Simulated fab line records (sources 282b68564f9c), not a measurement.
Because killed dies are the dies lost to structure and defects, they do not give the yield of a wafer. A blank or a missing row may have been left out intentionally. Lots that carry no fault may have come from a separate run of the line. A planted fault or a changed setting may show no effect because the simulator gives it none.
Problem report, 8D (eight disciplines) form, completed by code / flow ritCmos / the parts of the form that need people (team, actions taken, sign-off) are left out

1. WHAT WENT WRONG
At RIT_NSD_HARDBAKE_07, heaterPowerTotalW averages 58.40 W over 9 wafers from 3 lots, while fault-free wafers read 62.55 W, standard deviation 0.045. Measured from the usual mean, that is -92 standard deviations.
The step: time 60 s.
First seen on wafer L244.3, day 5 20:07, on lithoTrack-02. At this step, 45 wafers from 15 lots have a number in the record. By rule, "out" or "out of limits" means more than 4 standard deviations away from the usual mean. The rest of the wafers with a number are treated as sound.

2. WHAT IT IS, AND WHAT IT ISN'T
question=which readings at this step | is=heaterPowerTotalW, plateTempC | is not=-
question=which lots | is=L244, L245, L248 | is not=L231, L232, L233, L234, L235, L236, L237, L238, L239, L241, L243, L254
question=which wafers of those lots | is=all that have a number | is not=-
question=read on which tools | is=lithoTrack-02 | is not=lithoTrack-01, lithoTrack-03
question=when | is=from day 5 20:07 | is not=up to then (33 sound wafers); but 3 sound wafers of L254 came after

3. WHAT RULES OUT EACH SUSPECT
Counting: a tool stays on the suspect list if, at a process step up to the reading, it processed all lots that are out and no sound lot following the first of them.
- lithoTrack-02 at RIT_NSD_HARDBAKE_07 (time 60 s): kept. It processed each lot that is out, first L244 at day 5 20:07, and no sound lot thereafter; up to then, the last sound lot it processed was L241 at day 5 02:34. On those wafers its own readings are out: heaterPowerTotalW, plateTempC.
Left after counting: lithoTrack-02 at RIT_NSD_HARDBAKE_07.

4. THE CAUSE (what the simulator had put in)
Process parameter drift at RIT_NSD_HARDBAKE_07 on lithoTrack-02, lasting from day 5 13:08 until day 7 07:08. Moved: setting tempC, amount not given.
This tool alone remained once counting was done.

5. SEQUENCE OF EFFECTS, ordered by route
One row per reading whose mean, taken over the struck wafers that have a number, lies over 3 standard deviations from the usual. Readings are gone through only where the record gives a usual standard deviation; hours: the median, over the lots, of the time from a lot's start at the first step in this table giving one to that lot's start at this step; sigmas: the change measured in usual standard deviations.
hours=0; step=RIT_NSD_HARDBAKE_07; reading=heaterPowerTotalW; usual=62.55 W; on struck wafers=58.40; change=-4.15; sigmas=-92
hours=0; step=RIT_NSD_HARDBAKE_07; reading=plateTempC; usual=139.99 C; on struck wafers=132.72; change=-7.27; sigmas=-48
The process steps in it:
- RIT_NSD_HARDBAKE_07: time 60 s.

6. HOW IT WOULD HAVE BEEN CAUGHT EARLIER
In this record no reading fell out of limits until day 5 20:07, 7 hours after the fault had begun at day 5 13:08.
